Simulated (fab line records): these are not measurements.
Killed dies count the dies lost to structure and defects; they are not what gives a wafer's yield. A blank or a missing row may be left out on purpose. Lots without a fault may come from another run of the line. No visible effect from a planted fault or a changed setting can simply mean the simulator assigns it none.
2 desks looking at one fault ; flow ritCmos ; every desk sees just its own numbers, and what lay behind them comes last

## AT THE METROLOGY DESK
What the gauges read for every lot (on any tool): the sampled wafers with a number, averaged. The brackets show how far a lot's mean lies from the usual mean; more than 4 standard deviations puts the lot out of limits, marked OUT.
Columns: A = FOX2_OXIDE_THK at RIT_FOX2_THK_MEAS_01, usual 349 nm; B = FIELD_OXIDE_LEFT_1_THK at RIT_FOX2_THK_MEAS_90, usual 322 nm; C = FIELD_OXIDE_LEFT_2_THK at RIT_FOX2_THK_MEAS_91, usual 254 nm
lot;first seen here;A;B;C
L947;day 1 19:04;355;327;258
L950;day 2 12:34;348;320;252
L951;day 2 19:43;342;315;247
L952;day 2 22:30;347;320;252
L955;day 3 16:43;347;320;251
L956;day 3 20:54;354;326;258
L957;day 3 21:50;268 (-13) OUT;241 (-13) OUT;173 (-13) OUT
L959;day 4 08:42;276 (-12) OUT;249 (-12) OUT;181 (-12) OUT
L963;day 5 04:28;349;321;254
L964;day 5 08:06;350;323;255
L966;day 5 18:09;349;321;253
L967;day 5 23:59;347;319;251
L968;day 6 04:56;344;316;249
L969;day 6 12:49;352;325;257
This desk's result: L957, L959 out of limits, first on L957 (FOX2_OXIDE_THK at RIT_FOX2_THK_MEAS_01), day 3 21:50. In limits: L947, L950, L951, L952, L955, L956, L963, L964, L966, L967, L968, L969.

## DESK OF THE TOOL OWNER: furnace-04
The tool's own readings at RIT_FOX2_OXIDATION_00 (target thk 350.7 nm, ox time 1130 s): means of the sampled wafers that have a number, for each lot that ran on this tool. The brackets show how far a lot's mean lies from the usual mean; more than 4 standard deviations puts the lot out of limits, marked OUT.
Columns: A = spikeTcCentreC at RIT_FOX2_OXIDATION_00, usual 1102.3 C; B = spikeTcLoadC at RIT_FOX2_OXIDATION_00, usual 1128.4 C; C = spikeTcSourceC at RIT_FOX2_OXIDATION_00, usual 1126.3 C; D = tubeCenterTempC at RIT_FOX2_OXIDATION_00, usual 1100 C; E = tube_center_temp_C_max at RIT_FOX2_OXIDATION_00, usual 1102.9
lot;first seen here;A;B;C;D;E
L951;day 2 18:22;1103.7;1123.9;1126.5;1100;1102.8
L952;day 2 21:10;1102.6;1123.9;1126.7;1100;1102.7
L957;day 3 20:31;1062.1 (-31) OUT;1084.0 (-16) OUT;1086.4 (-36) OUT;1060 (-99 or more) OUT;1062.4 (-88) OUT
L959;day 4 07:23;1063.3 (-30) OUT;1085.1 (-15) OUT;1086.6 (-36) OUT;1060 (-99 or more) OUT;1063.3 (-86) OUT
This desk's finding: out of limits on L957, L959; first on L957, day 3 20:31 (spikeTcCentreC at RIT_FOX2_OXIDATION_00). In limits: L951, L952.

## ALL TOGETHER
An alarm could have come from the tool owner's desk at day 3 20:31, on L957, L959.
The metrology desk could have raised an alarm at day 3 21:50, on L957, L959.
On furnace-04, each named lot ran RIT_FOX2_OXIDATION_00.

## WHAT THE SIMULATOR HAD PUT IN
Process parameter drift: furnace-04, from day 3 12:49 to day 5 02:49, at RIT_FOX2_OXIDATION_00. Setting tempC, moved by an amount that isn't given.
Struck lots among those shown: L957, L959.
Fault start to first reading out of limits, in hours, per desk: tool owner, 8; metrology, 9.
